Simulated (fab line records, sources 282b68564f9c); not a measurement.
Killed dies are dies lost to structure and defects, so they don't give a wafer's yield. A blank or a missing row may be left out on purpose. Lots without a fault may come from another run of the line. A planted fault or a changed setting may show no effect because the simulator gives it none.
fab line records | flow rit_cmos
record lots=14 wafers=42 last_day=7
route steps=202 shown NSD@139
lots that met no fault: from a run of the same line without faults
start_h: hours from the record's first day to the start of the lot's first wafer shown | wait_h: hours since the lot's step before | " the same as in the row above | L1.1+2: a row that stands for several wafers | - no value, or no start given | * or withheld: withheld | < > ~ a bound
route shown NAME@n: a module of which the file shows steps, and the number in the route of the first | usual: mean/standard deviation of fault-free wafers | same: alike in all rows | chamber/n: place in a boat | sites: the reading at each site | _std_site: their standard deviation | _edge_site: outer sites' mean less inner sites' | radius_mm: how far each site lies from the wafer's centre | mask NAME#n: copy n | behind: the tool/chamber that last shaped the wafer | hold: why the lot was held/for how many hours/how that ended | device: the transistor (n, p or np) that didn't switch | end of line: the same wafers' tests at the end of the route | a step without rows: its recipe alone | killed: dies lost to structure and defects at the first sort, not the wafer's yield | map: a wafer's dies, x killed, . not, _ none there
set.NAME: the setting as run; set.NAME@STEP: as run at that earlier step | model.NAME: the simulator's own value behind a step, which no gauge read
steps of the route over a sample of lots; a table a step, a row a wafer
services: from which hour (start_h, from the record's first day; less than 0 if before it) a tool's chamber was out of use, for how many hours, and why
## steps
# step RIT_NSD_IMPLANT_08
# recipe species=P energy_kev=25 dose_cm2=1.02e+15 tilt_deg=7
# usual beam_energy_keV=25.000/0.0091 beam_on_s=10.00/0.18 end_station_pressure_torr=7.6e-06/4.1e-07
# columns lot.wafer tool chamber start_h wait_h beam_energy_keV beam_on_s end_station_pressure_torr
L409.2 implanter-03 0 47.23 0.1 24.998 9.97 7.7e-06
L409.3 " 0 " " 25.002 9.95 7.8e-06
L409.5 " 0 " " 25.004 10.11 7e-06
L410.3 implanter-02 0 53.03 0.1 25.008 10.08 8e-06
L410.5 " 0 " " 25.007 9.68 8.3e-06
L410.6 " 0 " " 25.005 10.04 7.2e-06
L411.1 implanter-02 0 56.82 0.1 25.000 9.95 7.8e-06
L411.4 " 0 " " 24.998 9.93 8.1e-06
L411.6 " 0 " " 25.008 10.16 7.8e-06
L412.1 implanter-01 0 62.08 0.1 24.995 10.36 7.7e-06
L412.5 " 0 " " 24.983 10.13 7.5e-06
L412.6 " 0 " " 24.986 10.29 7.4e-06
L413.4 implanter-02 0 66.36 0.1 25.019 10.06 7.9e-06
L413.5 " 0 " " 24.995 10.14 7.5e-06
L413.6 " 0 " " 25.011 9.91 7.1e-06
L414.1 implanter-03 0 72.65 0.1 24.990 9.77 7.1e-06
L414.2 " 0 " " 24.982 10.06 6.9e-06
L414.4 " 0 " " 24.985 9.86 8.5e-06
L416.1 implanter-03 0 81.82 0.1 24.989 9.98 7.7e-06
L416.2 " 0 " " 24.986 9.99 8e-06
L416.4 " 0 " " 24.987 10.25 6.9e-06
L417.2 implanter-01 0 86.75 0.1 25.010 10.01 7.5e-06
L417.4 " 0 " " 24.999 9.80 6.8e-06
L417.6 " 0 " " 24.982 10.21 7.4e-06
L420.1 implanter-01 0 101.83 0.1 25.005 10.00 7.6e-06
L420.5 " 0 " " 25.008 9.69 7.5e-06
L420.6 " 0 " " 25.005 9.90 8.1e-06
L421.2 implanter-02 0 106.79 0.1 17.503 10.07 6.5e-06
L421.4 " 0 " " 17.503 10.17 7.7e-06
L421.5 " 0 " " 17.505 9.49 7.2e-06
L422.1 implanter-02 0 113.22 0.1 17.484 9.81 7.9e-06
L422.5 " 0 " " 17.500 9.98 6.7e-06
L422.6 " 0 " " 17.496 9.87 7.5e-06
L429.1 implanter-03 0 146.95 0.1 24.992 9.95 6.9e-06
L429.2 " 0 " " 24.995 10.06 7.7e-06
L429.6 " 0 " " 24.987 9.77 7.9e-06
L431.1 implanter-01 0 159.03 0.1 25.009 9.90 7.4e-06
L431.4 " 0 " " 24.995 10.11 7.1e-06
L431.6 " 0 " " 25.008 9.93 8.1e-06
L432.3 implanter-03 0 167.05 0.1 25.004 9.82 7.6e-06
L432.4 " 0 " " 24.997 9.97 7.9e-06
L432.6 " 0 " " 25.005 10.10 7.3e-06
# step RIT_NSD_TW_MEAS_10
# usual NSD_TW=3149/21
# columns lot.wafer tool chamber start_h wait_h NSD_TW
L409.2 film_metro-03 - 47.54 0.1 3167
L409.3 " - " " 3187
L409.5 " - " " 3182
L410.3 film_metro-04 - 53.33 0.1 3142
L410.5 " - " " 3126
L410.6 " - " " 3131
L411.1 film_metro-03 - 57.14 0.1 3203
L411.4 " - " " 3188
L411.6 " - " " 3186
L412.1 film_metro-04 - 62.40 0.1 3160
L412.5 " - " " 3150
L412.6 " - " " 3151
L413.4 film_metro-04 - 66.64 0.1 3141
L413.5 " - " " 3144
L413.6 " - " " 3133
L414.1 film_metro-03 - 72.98 0.1 3162
L414.2 " - " " 3149
L414.4 " - " " 3164
L416.1 film_metro-03 - 82.14 0.1 3144
L416.2 " - " " 3153
L416.4 " - " " 3137
L417.2 film_metro-03 - 87.06 0.1 3157
L417.4 " - " " 3143
L417.6 " - " " 3139
L420.1 film_metro-02 - 102.15 0.1 3118
L420.5 " - " " 3109
L420.6 " - " " 3107
L421.2 film_metro-02 - 107.10 0.1 2835
L421.4 " - " " 2835
L421.5 " - " " 2839
L422.1 film_metro-04 - 113.54 0.1 2885
L422.5 " - " " 2871
L422.6 " - " " 2886
L429.1 film_metro-04 - 147.28 0.1 3148
L429.2 " - " " 3159
L429.6 " - " " 3146
L431.1 film_metro-04 - 159.36 0.1 3157
L431.4 " - " " 3144
L431.6 " - " " 3144
L432.3 film_metro-02 - 167.34 0.1 3147
L432.4 " - " " 3149
L432.6 " - " " 3128
# step RIT_SDANNEAL_RS_MEAS_05
# recipe thk_meas_gauge=four-point-probe
# usual NSD_RS=83.29/0.26
# columns lot.wafer tool chamber start_h wait_h NSD_RS[ohm/sq]
L409.2 film_metro-03 - 49.58 0.1 82.99
L409.3 " - " " 83.20
L409.5 " - " " 82.81
L410.3 film_metro-04 - 55.39 0.1 83.67
L410.5 " - " " 83.11
L410.6 " - " " 83.22
L411.1 film_metro-04 - 59.17 0.1 83.35
L411.4 " - " " 83.20
L411.6 " - " " 83.36
L412.1 film_metro-02 - 64.55 0.1 82.87
L412.5 " - " " 82.93
L412.6 " - " " 83.15
L413.4 film_metro-04 - 68.84 0.1 83.85
L413.5 " - " " 83.77
L413.6 " - " " 83.66
L414.1 film_metro-02 - 75.07 0.1 83.31
L414.2 " - " " 83.26
L414.4 " - " " 83.00
L416.1 film_metro-02 - 84.17 0.1 83.52
L416.2 " - " " 83.53
L416.4 " - " " 83.68
L417.2 film_metro-03 - 89.11 0.1 83.40
L417.4 " - " " 83.63
L417.6 " - " " 83.49
L420.1 film_metro-04 - 104.35 0.1 83.23
L420.5 " - " " 83.04
L420.6 " - " " 82.75
L421.2 film_metro-03 - 109.28 0.1 85.99
L421.4 " - " " 86.62
L421.5 " - " " 86.31
L422.1 film_metro-04 - 115.70 0.1 85.90
L422.5 " - " " 86.50
L422.6 " - " " 86.32
L429.1 film_metro-02 - 149.43 0.1 82.96
L429.2 " - " " 82.98
L429.6 " - " " 83.01
L431.1 film_metro-02 - 161.53 0.1 83.17
L431.4 " - " " 83.42
L431.6 " - " " 83.25
L432.3 film_metro-03 - 169.51 0.1 83.51
L432.4 " - " " 83.59
L432.6 " - " " 83.83
## services
# columns tool chamber start_h hours kind
implanter-03 - 53.75 17.6 repair
implanter-02 - 58.08 7.7 repair
implanter-01 - 77.66 3.2 repair
implanter-01 - 92.37 6.4 repair
implanter-01 - 132.05 5.8 repair
implanter-01 - 137.83 3.9 pm
implanter-03 - 149.07 3.3 pm
## key
first_sign step=RIT_NSD_IMPLANT_08 reading=beam_energy_keV direction=down sigmas=99+ usual=25.000 struck=17.499
effect step=RIT_NSD_TW_MEAS_10 reading=NSD_TW direction=down sigmas=14 usual=3149 struck=2858
effect step=RIT_SDANNEAL_RS_MEAS_05 reading=NSD_RS direction=up sigmas=11 usual=83.29 struck=86.27
met_at RIT_NSD_IMPLANT_08
struck_lots L421,L422
tester_left_out L421,L422
onset_between 66.36 106.79
fault kind=process_parameter_drift tool=implanter-02 chamber=- onset_h=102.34 steps=RIT_NSD_IMPLANT_08 channel=energy_kev offset=-7.5 shape=step end_h=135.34 acts_in=these_recipes_only stated=25
# tester_left_out: of these lots the tester's yield and bins aren't shown, on N5 and GAA mostly nor the transistor test; their killed dies are dies lost to structure and defects alone, not to doping, threshold or leakage, so they don't give the yield
